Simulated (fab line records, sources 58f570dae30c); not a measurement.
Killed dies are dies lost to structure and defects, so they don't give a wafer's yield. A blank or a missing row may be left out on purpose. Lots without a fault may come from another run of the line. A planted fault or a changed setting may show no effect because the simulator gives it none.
A struck lot beside a sound one | flow berkeley_cmos170 | 14 steps out of a route of 331
Sound: wafers L685.2, L685.3, L685.6. Struck: wafers L690.4, L690.5, L690.6. The cause comes at the end.
At each step with rows: each side's tool, then ch and its chambers, then its first start. Under that, the readings that differ: sound wafers | struck wafers | difference of the means | sigmas: that difference in standard deviations of wafers without a fault.
alike: readings whose means differ by less than 2 such deviations, and words and numbers that are the same on both sides. not compared: withheld readings, readings that some wafer has no value for, bounds like >300 that may hide the same value, and numbers for which the record gives no deviation and whose values overlap.
The two part at a step that has a row with sigmas, a row that says differs or no value, or rows on one side only. Numbers that don't overlap but have no deviation are shown without sigmas and don't part them. A reading that every wafer of one side lacks parts them only if that side has two wafers or more.

first, 1 step without rows for these wafers: UCB170_GATE_DEVELOP_11 (develop time 45 s).
UCB170_GATE_CD_MEAS_12: target cd 350 nm.
  sound on cd_sem-01, day 9 05:33; struck on cd_sem-02, day 10 02:23
  alike: cd_nm
UCB170_GATE_OVL_MEAS_13:
  sound on overlay-02, day 9 05:39; struck on overlay-01, day 10 02:28
  alike: GATE_OVL
UCB170_GATE_ETCH_14: etches BARC in N2/H2.
  sound on rie_diel-03 ch 1,3, day 9 05:41; struck on rie_diel-04 ch 0,1,3, day 10 02:28
  alike: chamber_pressure_mTorr, drypump_motor_current_A, oes_product_au, rf_fwd_power_W, throttle_valve_pct
UCB170_GATE_ETCH_15: etches poly-Si in HBr/Cl2, stops on SiO2, time 56.3 s, target depth 278.2 nm.
  sound on rie_si-01 ch 0,1,2, day 9 05:44; struck on rie_si-01 ch 0,2,3, day 10 02:31
  alike: chamber_pressure_mTorr, drypump_motor_current_A, oes_product_au, rf_fwd_power_W, throttle_valve_pct
  not compared: rf_hours_counter_h
UCB170_GATE_STRIP_16: strips in O2.
  sound on plasma_asher-01 ch 0,1, day 9 05:46; struck on plasma_asher-01 ch 0,1, day 10 02:36
  alike: chamber_pressure_mTorr, drypump_motor_current_A, oes_product_au
  not compared: rf_hours_counter_h
UCB170_GATE_CD_MEAS_90: target cd 350 nm.
  sound on cd_sem-02, day 9 05:53; struck on cd_sem-01, day 10 03:06
  alike: cd_nm
then, 5 steps without rows for these wafers: UCB170_GATE_CLEAN_17 (cleans in SPM, time 600 s); UCB170_PLDD_HMDS_00 (prime time 60 s); UCB170_PLDD_COAT_01 (resist thk 900 nm); UCB170_PLDD_SOFTBAKE_02 (time 60 s); UCB170_PLDD_EXPOSE_03 (exposes mask PSELECT, target cd 1200 nm).
UCB170_PLDD_PEB_04:
  sound on litho_track-01 ch 0, day 9 10:00; struck on litho_track-04, day 10 06:00
  no value came back on the struck wafers for chill_plate_temp_C (C), exhaust_pa (Pa); on the sound wafers chill_plate_temp_C (C) reads 22.91 23.02 22.92
then, 1 step without rows for these wafers: UCB170_PLDD_DEVELOP_05 (develop time 45 s).

WHERE THEY PART
Only at UCB170_PLDD_PEB_04, within this record.

WHY: what the simulator had put in
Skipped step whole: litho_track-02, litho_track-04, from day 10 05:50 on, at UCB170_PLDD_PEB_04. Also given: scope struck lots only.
